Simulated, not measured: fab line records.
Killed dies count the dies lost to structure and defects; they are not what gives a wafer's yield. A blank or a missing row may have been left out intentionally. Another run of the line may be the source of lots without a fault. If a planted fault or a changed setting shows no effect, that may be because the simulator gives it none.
Problem report in the 8D (eight disciplines) form, filled by code || flow berkeley_cmos170 || the parts of the form that need people (team, actions taken, sign-off) are left out

1. WHAT WENT WRONG
Mean PWELL_NITRIDE_THK at UCB170_PWELL_THK_MEAS_06: 194.7 nm over 6 wafers in 2 lots; fault-free wafers: 218.8 nm, standard deviation 2.1. That is -11 standard deviations from the usual mean.
Earliest sighting: wafer L110.1 on film_metro-03 at day 4 22:20. Wafers with a number at this step in the record: 42, from 14 lots. By rule, "out" or "out of limits" means more than 4 standard deviations away from the usual mean. All remaining wafers that have a number are taken as sound.

2. WHAT THIS IS AND IS NOT
{"question": "which readings at this step", "is": "PWELL_NITRIDE_THK", "is not": "-"}
{"question": "which lots", "is": "L110, L113", "is not": "L102, L103, L105, L106, L108, L118, L119, L120, L122, L123, L124, L125"}
{"question": "which wafers of those lots", "is": "all that have a number", "is not": "-"}
{"question": "read on which gauges", "is": "film_metro-02, film_metro-03", "is not": "film_metro-04"}
{"question": "when", "is": "from day 4 22:20", "is not": "up to then (15 sound wafers); but 21 sound wafers of L118, L119, L120, L122, L123, L124, L125 came after"}

3. THE SUSPECTS, EACH WITH WHAT RULES IT OUT
Counting: any tool at a process step up to the reading is kept as a suspect provided that every lot that is out went through it and no sound lot did after the first of them.
- the gauge at UCB170_PWELL_THK_MEAS_06: ruled out. 2 gauges (film_metro-02, film_metro-03) read the wafers that are out.
- lpcvd-02 at UCB170_PWELL_CVD_05 (deposits Si3N4 from SiH2Cl2/NH3, target thk 220 nm, time 3300 s): kept. All lots that are out passed through it, beginning with L110 at day 4 19:28, and no sound lot followed; its final sound lot before that point was L105 at day 3 15:05.
The count leaves lpcvd-02 at UCB170_PWELL_CVD_05.

4. THE CAUSE (what the simulator had put in)
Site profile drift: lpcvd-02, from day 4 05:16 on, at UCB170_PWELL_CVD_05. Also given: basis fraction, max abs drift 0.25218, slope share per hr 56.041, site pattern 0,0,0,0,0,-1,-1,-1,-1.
The count eliminated every tool but this one.

5. THE CHAIN OF EFFECTS, in route order
Each row: a reading whose mean over the struck wafers that have a number lies more than 3 standard deviations from the usual. Only readings for which the record gives a usual standard deviation are gone through. hours: the time from each lot's start at the first step in this table that gives one to its start at this step, as a median over the lots. sigmas: the change in usual standard deviations.
{"hours": 0, "step": "UCB170_PWELL_THK_MEAS_06", "reading": "PWELL_NITRIDE_THK", "usual": "218.8 nm", "on struck wafers": 194.7, "change": -24.1, "sigmas": -11}
{"hours": 2, "step": "UCB170_PWELL_ETCH_14", "reading": "oes_product_au", "usual": "0.931 a.u.", "on struck wafers": 0.873, "change": -0.058, "sigmas": -4.5}
Process steps it contains:
- UCB170_PWELL_ETCH_14: etches Si3N4 in CH3F/Ar/O2, stops on SiO2, target depth 242 nm, time 151 s.
Later steps that measure or inspect, where all struck wafers having a row at the step show a number for every such reading and not one has moved that far: UCB170_SCREENOX_THK_MEAS_02, UCB170_PVT_OVL_MEAS_06.

6. HOW IT WOULD HAVE BEEN CAUGHT EARLIER
The first out-of-limits reading at a measuring or inspecting step in this record came at day 4 22:20, 17 hours after the fault's start at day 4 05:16.
No tool reading at UCB170_PWELL_CVD_05 that has a usual standard deviation in the record was out on any struck wafer, so an alarm limit of 4 standard deviations on those readings would not have fired.
L113, from the lots that are out (2), started UCB170_PWELL_CVD_05 on lpcvd-02 later than day 4 22:20. It would have been spared by a hold on the tool at that moment.
